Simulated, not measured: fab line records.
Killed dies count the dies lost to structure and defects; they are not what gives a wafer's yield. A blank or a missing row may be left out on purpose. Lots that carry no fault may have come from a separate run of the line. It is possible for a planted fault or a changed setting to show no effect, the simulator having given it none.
What tool caused it?	flow berkeley-cmos170	13 lots with 39 wafers sampled at 6 steps, on a route of 331 steps

## WHAT THE GAUGES SHOWED, per wafer
UCB170_NWELL_THK_MEAS_05.
lot	measured	on	NWELL_NITRIDE_THK (nm)
L293	day 2 07:52	film-metro-03	224.0 223.8 222.3
L294	day 2 13:55	film-metro-02	220.6 220.6 221.4
L295	day 2 13:55	film-metro-04	222.6 223.7 223.1
L296	day 2 20:28	film-metro-04	223.0 221.1 222.6
L297	day 3 04:03	film-metro-03	221.5 220.0 219.7
L299	day 3 10:45	film-metro-04	221.2 226.1 223.5
L300	day 3 12:50	film-metro-04	220.1 220.2 218.4
L301	day 3 18:00	film-metro-03	156.5 154.1 157.2
L311	day 6 08:02	film-metro-03	220.8 223.0 222.4
L312	day 6 08:01	film-metro-04	220.9 224.6 223.4
L313	day 6 13:22	film-metro-04	223.2 223.3 222.7
L315	day 6 21:07	film-metro-02	224.6 226.3 226.5
L316	day 7 00:09	film-metro-02	226.3 224.5 223.9

UCB170_PFIELD_OVL_MEAS_06.
lot	measured	on	PFIELD_OVL (nm)
L293	day 3 21:54	overlay-02	14 12 19
L294	day 4 10:13	overlay-01	6 1 -1
L295	day 4 09:29	overlay-02	-1 -10 -8
L296	day 4 17:04	overlay-01	8 2 13
L297	day 5 01:16	overlay-02	9 6 14
L299	day 5 09:53	overlay-02	0 0 -2
L300	day 5 10:28	overlay-01	-10 2 -9
L301	day 5 21:48	overlay-01	-1 4 -9
L311	day 8 06:55	overlay-02	-2 3 -1
L312	day 8 05:31	overlay-01	-3 -4 0
L313	day 8 14:12	overlay-02	-7 -3 -9
L315	day 8 13:37	overlay-01	0 8 1
L316	day 8 14:13	overlay-01	2 5 11

UCB170_SDANNEAL_RS_MEAS_05: a four-point-probe measurement.
lot	measured	on	NLDD_RS (ohm/sq)
L293	day 6 11:44	film-metro-01	616.0 617.3 617.5
L294	day 7 02:07	film-metro-01	619.0 618.9 619.8
L295	day 7 02:32	film-metro-03	616.5 617.1 616.3
L296	day 7 12:04	film-metro-03	616.4 615.9 615.1
L297	day 7 12:11	film-metro-01	618.4 617.5 616.2
L299	day 8 00:38	film-metro-03	615.7 616.1 617.1
L300	day 8 01:10	film-metro-01	615.9 617.1 616.0
L301	day 8 04:26	film-metro-03	615.9 615.9 617.7
L311	day 10 10:22	film-metro-02	619.7 618.9 619.7
L312	day 10 09:43	film-metro-01	615.7 615.7 616.1
L313	day 10 20:32	film-metro-01	616.3 616.9 618.3
L315	day 10 20:52	film-metro-02	619.2 616.7 618.4
L316	day 10 20:43	film-metro-03	617.9 617.9 617.5

## WHICH TOOL RAN EACH LOT (tool, then ch and the chambers of the sampled wafers, then the start)
lot	UCB170_NWELL_CVD_04	UCB170_NWELL_ETCH_13	UCB170_PWELL_STRIP_16
L293	lpcvd-02 ch 1, day 2 05:55	rie-diel-01 ch 0,1,2, day 2 09:08	plasma-asher-03 ch 0,1, day 3 00:07
L294	lpcvd-02 ch 0, day 2 11:59	rie-diel-04 ch 0,1,2, day 2 14:51	plasma-asher-03 ch 0,1, day 3 08:43
L295	lpcvd-02 ch 0, day 2 11:59	rie-diel-01 ch 0,1,2, day 2 14:58	plasma-asher-03 ch 1, day 3 08:50
L296	lpcvd-01 ch 1, day 2 18:31	rie-diel-03 ch 0,1,3, day 2 21:23	plasma-asher-03 ch 0,1, day 3 13:08
L297	lpcvd-02 ch 0, day 3 02:07	rie-diel-03 ch 0,2, day 3 05:18	plasma-asher-01 ch 0,1, day 3 21:24
L299	lpcvd-02 ch 1, day 3 08:49	rie-diel-04 ch 0,1,2, day 3 12:23	plasma-asher-01 ch 0,1, day 4 04:17
L300	lpcvd-02 ch 1, day 3 10:53	rie-diel-03 ch 0,3, day 3 14:32	plasma-asher-03 ch 0,1, day 4 04:02
L301	lpcvd-02 ch 1, day 3 16:04	rie-diel-04 ch 0,1,2, day 3 18:56	plasma-asher-03 ch 0,1, day 4 13:14
L311	lpcvd-01 ch 0, day 6 06:05	rie-diel-03 ch 0,3, day 6 09:12	plasma-asher-03 ch 0,1, day 7 00:32
L312	lpcvd-01 ch 1, day 6 06:05	rie-diel-01 ch 0,3, day 6 09:28	plasma-asher-02 ch 0,1, day 7 00:24
L313	lpcvd-01 ch 0, day 6 11:26	rie-diel-01 ch 1,2,3, day 6 14:38	plasma-asher-03 ch 0,1, day 7 10:54
L315	lpcvd-01 ch 0, day 6 19:10	rie-diel-01 ch 1,2,3, day 6 22:29	plasma-asher-03 ch 0,1, day 7 13:06
L316	lpcvd-01 ch 1, day 6 22:13	rie-diel-01 ch 1,2, day 7 01:05	plasma-asher-01 ch 0,1, day 7 13:15
- UCB170_NWELL_CVD_04: deposits Si3N4 from SiH2Cl2/NH3, target thk 224 nm, time 3360 s.
- UCB170_NWELL_ETCH_13: etches Si3N4 in CH3F/Ar/O2, stops on SiO2, target depth 246.4 nm, time 154 s.
- UCB170_PWELL_STRIP_16: strips in O2.

## AS READ BY THE TOOLS THEMSELVES (means over the sampled wafers that have a number; for cases with no such wafer, the mark the record gives instead)
UCB170_NWELL_CVD_04.
lot	tool	nh3-flow-sccm (sccm)	pressure-mtorr (mTorr)
L293	lpcvd-02	74.98	200.1
L294	lpcvd-02	75.00	199.6
L295	lpcvd-02	74.71	200.1
L296	lpcvd-01	75.10	200.3
L297	lpcvd-02	75.08	199.7
L299	lpcvd-02	75.05	200.2
L300	lpcvd-02	75.06	199.9
L301	lpcvd-02	75.07	200.1
L311	lpcvd-01	75.18	199.3
L312	lpcvd-01	74.85	200.4
L313	lpcvd-01	74.87	200.6
L315	lpcvd-01	74.98	199.8
L316	lpcvd-01	74.91	199.9

UCB170_NWELL_ETCH_13.
lot	tool	drypump-motor-current-A (A)	oes-product-au (a.u.)	throttle-valve-pct (%)
L293	rie-diel-01	6.0	0.938	8.06
L294	rie-diel-04	5.7	0.954	7.98
L295	rie-diel-01	6.0	0.938	8.06
L296	rie-diel-03	5.5	0.937	8.01
L297	rie-diel-03	5.4	0.930	8.09
L299	rie-diel-04	5.7	0.957	7.98
L300	rie-diel-03	5.3	0.925	8.09
L301	rie-diel-04	5.7	0.778	7.97
L311	rie-diel-03	5.7	0.924	8.11
L312	rie-diel-01	6.0	0.942	8.19
L313	rie-diel-01	6.1	0.947	8.04
L315	rie-diel-01	6.1	0.955	8.04
L316	rie-diel-01	6.1	0.946	7.99

UCB170_PWELL_STRIP_16.
lot	tool	drypump-motor-current-A (A)	oes-product-au (a.u.)	strip-time-to-endpoint-s (s)
L293	plasma-asher-03	5.9	0.721	18.14
L294	plasma-asher-03	5.9	0.721	18.15
L295	plasma-asher-03	5.1	0.721	18.02
L296	plasma-asher-03	5.5	0.724	18.13
L297	plasma-asher-01	5.3	0.718	18.17
L299	plasma-asher-01	5.2	0.721	18.18
L300	plasma-asher-03	5.9	0.717	18.07
L301	plasma-asher-03	5.9	0.722	18.05
L311	plasma-asher-03	5.9	0.722	18.20
L312	plasma-asher-02	5.6	0.722	18.04
L313	plasma-asher-03	5.9	0.721	18.11
L315	plasma-asher-03	5.9	0.717	18.01
L316	plasma-asher-01	5.3	0.722	18.23

## THE ANSWER, worked out from the rows above alone
Rule: the usual values come from the lots themselves. Put in order of their means at a reading, lots are off if they are a third of the lots or fewer, leave a main group of 4 or more, and stand apart from it by a gap of 3 or more times the standard deviation of the main group's means; of several such gaps the widest counts. If all means in a main group match to the digits the tables above print for the reading, that group is not used. A lot without any number at a reading at which 4 lots or more have one is off too. The other lots that the step has rows for count as sound. The gauges are gone through in route order, then the tools' own readings, and for those a lot's mean is taken as printed above. At the first step where some lot is off, the reading lying furthest off is the one used; lots without a number count as furthest.
Off: L301, seen at UCB170_NWELL_THK_MEAS_05 (NWELL_NITRIDE_THK). The main group: mean 222.7 nm, standard deviation 1.7.
A tool fits if, at a process step before that reading, it ran every lot that is off, and no sound lot after the first of them. Not tried: the gauges at UCB170_NWELL_THK_MEAS_05; whatever is off there is also off at UCB170_NWELL_ETCH_13, on other tools, and gauge error can't account for it. One fits: lpcvd-02 at UCB170_NWELL_CVD_04. Its last sound lot is L300 (day 3 10:53), its first lot that is off L301 (day 3 16:04): a fault that began between those two fits.

## WHAT WAS PUT IN BY THE SIMULATOR
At UCB170_NWELL_CVD_04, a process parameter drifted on lpcvd-02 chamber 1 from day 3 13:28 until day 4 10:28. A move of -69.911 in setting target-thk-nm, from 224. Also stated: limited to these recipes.
Shown lots that were struck: L301. The rule above reached the same finding.
